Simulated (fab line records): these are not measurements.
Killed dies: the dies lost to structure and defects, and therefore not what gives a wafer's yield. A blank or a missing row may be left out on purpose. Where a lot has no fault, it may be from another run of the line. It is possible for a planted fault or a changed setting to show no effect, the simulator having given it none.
Chamber matching + flow berkeley-cmos170 + 4 sister chambers for UCB170_GATE_ETCH_14 on rie-diel-01
The step etches BARC in N2/H2. 6 wafers are shown with their chamber, then 7 later ones without.

WAFERS PAIRED WITH THEIR CHAMBERS
| wafer  | chamber | throttle-valve-pct (%) | oes-product-au (a.u.) |
|--------|---------|------------------------|-----------------------|
| L137.1 | 0       | 13.29                  | 1.013                 |
| L138.2 | 1       | 13.14                  | 0.996                 |
| L143.1 | 0       | 13.30                  | 1.014                 |
| L143.4 | 3       | 13.40                  | 1.000                 |
| L156.1 | 2       | 13.49                  | 0.970                 |
| L156.2 | 3       | 13.39                  | 0.974                 |

WAFERS WITH NO CHAMBER GIVEN
| wafer  | throttle-valve-pct (%) | oes-product-au (a.u.) |
|--------|------------------------|-----------------------|
| L156.5 | 13.29                  | 1.002                 |
| L159.1 | 13.37                  | 1.002                 |
| L159.2 | 13.30                  | 1.027                 |
| L159.3 | 13.50                  | 0.981                 |
| L155.2 | 13.30                  | 1.013                 |
| L155.4 | 13.50                  | 0.999                 |
| L155.6 | 13.29                  | 1.011                 |

WHICH CHAMBER EACH WENT THROUGH
| wafer  | from the rows above | in truth |
|--------|---------------------|----------|
| L156.5 | 0                   | 0        |
| L159.1 | 3                   | 3        |
| L159.2 | 0                   | 0        |
| L159.3 | 2                   | 2        |
| L155.2 | 0                   | 0        |
| L155.4 | 2                   | 2        |
| L155.6 | 0                   | 0        |
Correctly placed: 7 of 7. Not placeable from these rows: 0. Placed wrongly: 0.
How it was worked out, from the rows above alone: a wafer's distance from a chamber is the root of the sum, over the readings, of the square of ((its reading less the chamber's mean) divided by the reading's scatter). The wafer belongs to the nearest chamber; if the next one is less than 2 further off, it can't be placed. A chamber's mean is the mean of its shown wafers. The scatter: take each reading less its chamber's mean, square it, sum over the shown wafers, divide by the number of wafers less the number of chambers, and take the root.
